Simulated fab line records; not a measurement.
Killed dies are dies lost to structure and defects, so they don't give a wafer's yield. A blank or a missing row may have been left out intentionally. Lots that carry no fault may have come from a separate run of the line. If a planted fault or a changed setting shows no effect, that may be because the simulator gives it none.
fab line records	flow berkeleyCmos170
record: lots: 10	wafers: 30	lastDay: 11
route steps=331 shown SPACER@172 SDANNEAL@205 CONTACT@217
lots untouched by any fault: they come from a run of this same line in which no faults occurred
startH: hours from the record's first day to the start of the lot's first wafer shown	waitH: time in hours since the lot's previous step	" same as the row above	L1.1+2: a single row standing in for several wafers	- no value present, or no start provided	* or withheld: withheld	< > ~ a bound
route shown NAME@n: NAME is a module with steps in the file, n the number in the route of the first one	usual: average and standard deviation across the fault-free wafers	same: alike in all rows	chamber/n: place in a boat	sites: each site's reading	_std_site: how widely they spread, as a standard deviation	_edge_site: inner sites' mean taken away from outer sites' mean	radiusMm: for every site, how far away it sits from the centre of the wafer	mask NAME#n: copy n	behind: tool/chamber where the wafer was last shaped	hold: the reason the lot was held/the length of the hold in hours/how it ended	device: whichever transistor did not switch (one of n, p or np)	end of line: the same wafers' tests at the end of the route	for a step that has no rows: nothing shown but its recipe	killed: not the wafer's yield, but the dies lost to structure and defects at the first sort	map: per-die view of a wafer (x killed, . not killed, _ where there is no die)
set.NAME: the setting that was run; set.NAME@STEP: the one run at that earlier step	model.NAME: the simulator's own value behind a step, which no gauge read
a sample of lots followed through the steps of the route, with each step as a table and each wafer as a row
services: when a tool's chamber went out of use (startH, in hours from the record's first day, below 0 if earlier), for how many hours, and the reason
== steps ==
step: UCB170_SPACER_THK_MEAS_01
recipe: reads: SiO2_of_SPACER_CVD_00
usual: SPACER_TEOS_THK: 376/5.1
lot.wafer	tool	chamber	startH	waitH	SPACER_TEOS_THK[nm]
L735.1	filmMetro-03	-	126.44	0.0	370
L735.3	"	-	"	"	371
L735.6	"	-	"	"	372
L737.4	filmMetro-02	-	126.45	0.0	376
L737.5	"	-	"	"	383
L737.6	"	-	"	"	376
L736.2	filmMetro-03	-	127.04	0.0	374
L736.4	"	-	"	"	379
L736.6	"	-	"	"	383
L738.2	filmMetro-02	-	135.92	0.1	376
L738.3	"	-	"	"	382
L738.5	"	-	"	"	383
L739.4	filmMetro-01	-	137.00	0.1	380
L739.5	"	-	"	"	377
L739.6	"	-	"	"	380
L740.3	filmMetro-03	-	149.35	0.0	378
L740.5	"	-	"	"	380
L740.6	"	-	"	"	379
L741.2	filmMetro-02	-	156.27	0.0	376
L741.3	"	-	"	"	376
L741.4	"	-	"	"	380
L742.1	filmMetro-03	-	169.06	0.0	375
L742.3	"	-	"	"	375
L742.6	"	-	"	"	376
L746.1	filmMetro-02	-	178.96	0.0	376
L746.3	"	-	"	"	370
L746.5	"	-	"	"	381
L756.2	filmMetro-02	-	237.84	0.0	380
L756.3	"	-	"	"	373
L756.6	"	-	"	"	385
step: UCB170_SDANNEAL_RTA_01
recipe: tempC: 1050	timeS: 5	ambient: N2
usual: annealTempCMax: 1054.2/0.9	chamberO2Ppm: 1.998/0.023	lampPowerPct: 42/6.7	wafer_temp_C_max: 1055.6/1.2
lot.wafer	tool	chamber	startH	waitH	annealTempCMax	chamberO2Ppm	lampPowerPct	wafer_temp_C_max
L737.4	rtpAnneal-02	0	137.34	0.1	1052.9	2.025	49	1054.3
L737.5	"	0	"	"	1053.8	1.970	49	1057.3
L737.6	"	0	"	"	1053.4	1.988	49	1056.4
L736.2	rtpAnneal-01	0	137.56	0.1	1054.4	2.018	36	1057.7
L736.4	"	0	"	"	1055.1	2.018	36	1055.0
L736.6	"	0	"	"	1055.6	1.998	36	1054.8
L735.1	rtpAnneal-02	0	137.86	0.1	1053.4	1.977	49	1053.4
L735.3	"	0	"	"	1053.4	2.007	49	1056.7
L735.6	"	0	"	"	1054.0	1.962	49	1054.7
L738.2	rtpAnneal-01	0	145.81	0.1	1054.4	2.004	36	1054.7
L738.3	"	0	"	"	1053.8	1.990	36	1056.3
L738.5	"	0	"	"	1055.3	2.007	36	1056.9
L739.4	rtpAnneal-02	0	145.99	0.1	1054.0	1.977	49	1054.6
L739.5	"	0	"	"	1054.8	1.981	49	1056.1
L739.6	"	0	"	"	1053.5	2.003	49	1054.8
L740.3	rtpAnneal-01	0	159.43	0.1	1054.8	1.956	36	1055.2
L740.5	"	0	"	"	1055.6	1.946	36	1056.7
L740.6	"	0	"	"	1054.9	2.006	36	1053.9
L741.2	rtpAnneal-02	0	165.12	0.1	1052.1	2.007	49	1056.0
L741.3	"	0	"	"	1052.9	2.024	49	1054.6
L741.4	"	0	"	"	1052.5	2.043	49	1053.6
L742.1	rtpAnneal-01	0	177.92	0.1	1053.0	2.037	36	1055.3
L742.3	"	0	"	"	1053.4	2.013	36	1053.6
L742.6	"	0	"	"	1055.9	2.027	36	1054.1
L746.1	rtpAnneal-02	0	187.05	0.1	1053.7	2.031	49	1054.6
L746.3	"	0	"	"	1054.6	2.011	49	1054.1
L746.5	"	0	"	"	1053.8	2.010	49	1054.2
L756.2	rtpAnneal-02	0	246.45	0.1	1053.2	1.968	49	1054.7
L756.3	"	0	"	"	1053.1	1.977	49	1055.3
L756.6	"	0	"	"	1054.4	1.984	49	1056.3
step: UCB170_CONTACT_CVD_01
recipe: material: PSG	targetThkNm: 700	tempC: 450	precursor: SiH4/O2/PH3	timeS: 2820	pressureMtorr: 300	sih4FlowSccm: 60	o2FlowSccm: 90	ph3FlowSccm: 25
usual: spikeTcCentreC: 452.5/1.1	spikeTcLoadC: 468/3.3	spikeTcSourceC: 466.2/2.2	susceptorTempC: 449.97/0.22
lot.wafer	tool	chamber	startH	waitH	spikeTcCentreC	spikeTcLoadC	spikeTcSourceC	susceptorTempC
L737.4	lpcvd-02	1	138.48	0.0	453.4	470	467.5	449.95
L737.5	"	1	"	"	452.2	470	467.7	450.11
L737.6	"	1	"	"	451.5	470	467.9	449.91
L736.2	lpcvd-01	1	138.67	0.0	451.6	468	467.4	449.98
L736.4	"	1	"	"	452.6	466	467.7	450.08
L736.6	"	1	"	"	453.3	464	466.2	449.74
L735.1	lpcvd-02	1	140.26	1.3	452.7	472	467.0	450.37
L735.3	"	1	"	"	453.2	471	468.9	450.25
L735.6	"	1	"	"	451.8	472	469.1	449.86
L738.2	lpcvd-02	0	146.89	0.0	451.1	472	465.1	450.08
L738.3	"	0	"	"	451.9	474	463.6	449.93
L738.5	"	0	"	"	451.4	472	463.9	449.92
L739.4	lpcvd-01	0	147.08	0.0	453.7	462	464.9	450.10
L739.5	"	0	"	"	453.3	463	464.3	450.42
L739.6	"	0	"	"	450.7	464	466.2	450.23
L740.3	lpcvd-02	1	160.59	0.0	452.3	472	468.0	449.71
L740.5	"	1	"	"	451.4	472	467.3	449.95
L740.6	"	1	"	"	453.1	471	468.5	449.83
L741.2	lpcvd-02	1	167.48	1.3	453.0	471	469.8	449.98
L741.3	"	1	"	"	450.8	471	466.8	449.53
L741.4	"	1	"	"	452.6	471	468.5	449.73
L742.1	lpcvd-01	0	179.11	0.0	452.2	464	464.5	449.94
L742.3	"	0	"	"	452.9	463	464.6	450.04
L742.6	"	0	"	"	451.2	464	465.6	450.38
L746.1	lpcvd-02	1	188.21	0.0	472.2	491	490.7	470.20
L746.3	"	1	"	"	473.8	492	490.3	470.41
L746.5	"	1	"	"	471.4	491	486.9	470.30
L756.2	lpcvd-01	1	248.00	0.0	453.9	466	466.1	450.48
L756.3	"	1	"	"	451.5	466	466.9	449.96
L756.6	"	1	"	"	451.6	466	468.6	450.09
step: UCB170_CONTACT_THK_MEAS_02
recipe: reads: PSG_of_CONTACT_CVD_01
usual: CONTACT_PSG_THK: 703/6.2
lot.wafer	tool	chamber	startH	waitH	CONTACT_PSG_THK[nm]
L737.4	filmMetro-04	-	140.29	0.0	693
L737.5	"	-	"	"	700
L737.6	"	-	"	"	691
L736.2	filmMetro-03	-	140.47	0.0	700
L736.4	"	-	"	"	707
L736.6	"	-	"	"	704
L735.1	filmMetro-02	-	142.04	0.0	701
L735.3	"	-	"	"	701
L735.6	"	-	"	"	701
L739.4	filmMetro-04	-	148.90	0.0	700
L739.5	"	-	"	"	694
L739.6	"	-	"	"	695
L738.2	filmMetro-02	-	149.57	0.0	691
L738.3	"	-	"	"	685
L738.5	"	-	"	"	691
L740.3	filmMetro-02	-	162.39	0.0	698
L740.5	"	-	"	"	697
L740.6	"	-	"	"	699
L741.2	filmMetro-02	-	169.27	0.0	690
L741.3	"	-	"	"	695
L741.4	"	-	"	"	695
L742.1	filmMetro-02	-	180.90	0.0	706
L742.3	"	-	"	"	707
L742.6	"	-	"	"	709
L746.1	filmMetro-04	-	190.88	0.0	841
L746.3	"	-	"	"	846
L746.5	"	-	"	"	842
L756.2	filmMetro-03	-	249.80	0.0	698
L756.3	"	-	"	"	702
L756.6	"	-	"	"	703
step: UCB170_CONTACT_RTA_08
recipe: tempC: 900	timeS: 10	ambient: N2
usual: annealTempCMax: 903.5/0.75	chamberO2Ppm: 1.997/0.025	lampPowerPct: 27/4.3	wafer_temp_C_max: 904.8/0.93
lot.wafer	tool	chamber	startH	waitH	annealTempCMax	chamberO2Ppm	lampPowerPct	wafer_temp_C_max
L737.4	rtpAnneal-02	0	141.09	0.0	903.3	1.959	32	903.9
L737.5	"	0	"	"	903.1	2.006	32	905.4
L737.6	"	0	"	"	901.9	1.994	32	906.9
L736.2	rtpAnneal-01	0	141.27	0.0	903.3	2.042	23	904.4
L736.4	"	0	"	"	904.1	2.000	23	907.1
L736.6	"	0	"	"	904.0	1.994	23	905.6
L735.1	rtpAnneal-02	0	142.84	0.0	902.5	2.012	32	905.0
L735.3	"	0	"	"	902.8	1.980	32	903.6
L735.6	"	0	"	"	903.9	1.977	32	905.6
L739.4	rtpAnneal-01	0	149.69	0.0	901.8	1.989	23	903.7
L739.5	"	0	"	"	903.2	1.991	23	904.4
L739.6	"	0	"	"	902.6	2.010	23	905.4
L738.2	rtpAnneal-02	0	150.36	0.0	903.6	2.034	32	904.4
L738.3	"	0	"	"	903.1	2.043	32	904.4
L738.5	"	0	"	"	903.5	2.052	32	904.2
L740.3	rtpAnneal-01	0	163.18	0.0	903.8	1.986	23	903.8
L740.5	"	0	"	"	904.9	1.988	23	905.3
L740.6	"	0	"	"	904.6	2.009	23	903.9
L741.2	rtpAnneal-02	0	170.06	0.0	903.3	2.006	32	904.4
L741.3	"	0	"	"	903.4	2.015	32	906.1
L741.4	"	0	"	"	903.3	2.018	32	905.4
L742.1	rtpAnneal-01	0	181.71	0.0	904.0	2.012	23	905.0
L742.3	"	0	"	"	902.2	1.971	23	903.7
L742.6	"	0	"	"	903.3	2.000	23	905.3
L746.1	rtpAnneal-01	0	191.67	0.0	904.0	1.930	23	907.0
L746.3	"	0	"	"	904.0	1.960	23	905.2
L746.5	"	0	"	"	902.8	1.955	23	907.6
L756.2	rtpAnneal-02	0	250.58	0.0	902.8	2.016	32	905.2
L756.3	"	0	"	"	903.4	1.986	32	903.2
L756.6	"	0	"	"	902.9	2.030	32	904.3
step: UCB170_CONTACT_ETCH_18
recipe: chemistry: CHF3/CF4/Ar	target: PSG	stopOn: TiSi2	CHF3_flow_sccm: 45	cf4FlowSccm: 15	Ar_flow_sccm: 150	pressureMtorr: 200	rfW: 700	targetDepthA: 8400	overEtchFrac: 0.2	timeS: 195
usual: drypumpMotorCurrentA: 5.9/0.4	oesProductAu: 0.898/0.016	throttleValvePct: 6.94/0.12
same: overEtchFrac: 0.2
lot.wafer	tool	chamber	startH	waitH	drypumpMotorCurrentA	oesProductAu	rfHoursCounterH	throttleValvePct
L737.4	rieDiel-03	3	-	-	5.8	0.910	129	7.02
L737.5	"	1	"	"	5.4	0.871	-	6.95
L737.6	"	0	"	"	6.2	0.892	-	7.10
L736.2	rieDiel-01	1	-	-	6.0	0.888	79	7.01
L736.4	"	2	"	"	6.2	0.900	153	6.81
L736.6	"	1	"	"	6.0	0.899	-	7.01
L735.1	rieDiel-04	2	-	-	5.9	0.891	79	6.77
L735.3	"	3	"	"	5.6	0.913	20	7.07
L735.6	"	0	"	"	5.5	0.908	-	6.88
L739.4	rieDiel-03	0	-	-	6.2	0.902	54	7.11
L739.5	"	0	"	"	6.2	0.889	-	7.12
L739.6	"	1	"	"	5.4	0.866	-	6.94
L738.2	rieDiel-04	2	-	-	5.9	0.880	80	6.78
L738.3	"	0	"	"	5.4	0.890	152	6.90
L738.5	"	1	"	"	6.2	0.922	-	7.08
L740.3	rieDiel-04	1	-	-	6.2	0.926	119	7.06
L740.5	"	1	"	"	6.2	0.923	-	7.07
L740.6	"	2	"	"	5.9	0.890	-	6.76
L741.2	rieDiel-03	1	-	-	5.3	0.864	3	6.94
L741.3	"	2	"	"	6.6	0.875	56	6.77
L741.4	"	0	"	"	6.2	0.900	55	7.13
L742.1	rieDiel-04	3	-	-	5.6	0.912	22	7.05
L742.3	"	1	"	"	6.2	0.928	120	7.07
L742.6	"	2	"	"	5.9	0.899	-	6.77
L746.1	rieDiel-03	1	-	-	5.3	0.978	3	6.93
L746.3	"	2	"	"	6.6	0.985	57	6.78
L746.5	"	3	"	"	5.8	1.013	-	7.00
L756.2	rieDiel-01	0	-	-	6.0	0.906	46	6.91
L756.3	"	3	"	"	5.2	0.887	110	6.89
L756.6	"	2	"	"	6.1	0.882	-	6.81
== services ==
tool	chamber	startH	hours	kind
rtpAnneal-02	-	117.27	3.7	pm
rieDiel-04	0	161.07	-	clean
rieDiel-04	0	161.07	14.6	scheduledDown
rieDiel-04	0	161.07	14.6	ventCycle
rieDiel-01	2	165.25	-	clean
rieDiel-01	2	165.25	21.1	scheduledDown
rieDiel-01	2	165.25	21.1	ventCycle
rieDiel-04	-	188.90	2.1	repair
rieDiel-04	2	205.60	7.1	repair
lpcvd-01	-	213.94	6.0	pm
== key ==
firstSign: step: UCB170_CONTACT_CVD_01	reading: susceptorTempC	direction: up	sigmas: 93	usual: *	struck: *
effect: step: UCB170_CONTACT_CVD_01	reading: spikeTcCentreC	direction: up	sigmas: 19	usual: 452.5	struck: 472.5
effect: step: UCB170_CONTACT_THK_MEAS_02	reading: CONTACT_PSG_THK	direction: up	sigmas: 22	usual: 703	struck: 843
effect: step: UCB170_CONTACT_ETCH_18	reading: oesProductAu	direction: up	sigmas: 5.8	usual: 0.898	struck: 0.992
metAt UCB170_CONTACT_CVD_01
struckLots L746
struckWafers L746.1,L746.3,L746.5
sortLeftOut L746.1,L746.3,L746.5
testerLeftOut L746
notActingAt UCB170_SPACER_THK_MEAS_01,UCB170_SDANNEAL_RTA_01,UCB170_CONTACT_RTA_08
onsetBetween 167.48 188.21
fault: kind: processParameterDrift	tool: lpcvd-02	chamber: 1	onsetH: 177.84	steps: UCB170_CONTACT_CVD_01	channel: tempC	offset: *	shape: step	endH: 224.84	actsIn: *	stated: *
testerLeftOut: of these lots the tester's yield and bins aren't shown, on N5 and GAA mostly nor the transistor test; their killed dies are dies lost to structure and defects alone, not to doping, threshold or leakage, so they don't give the yield
sortLeftOut: the simulated sort isn't trusted on such a fault, so these wafers' sort isn't shown, and their yield isn't known
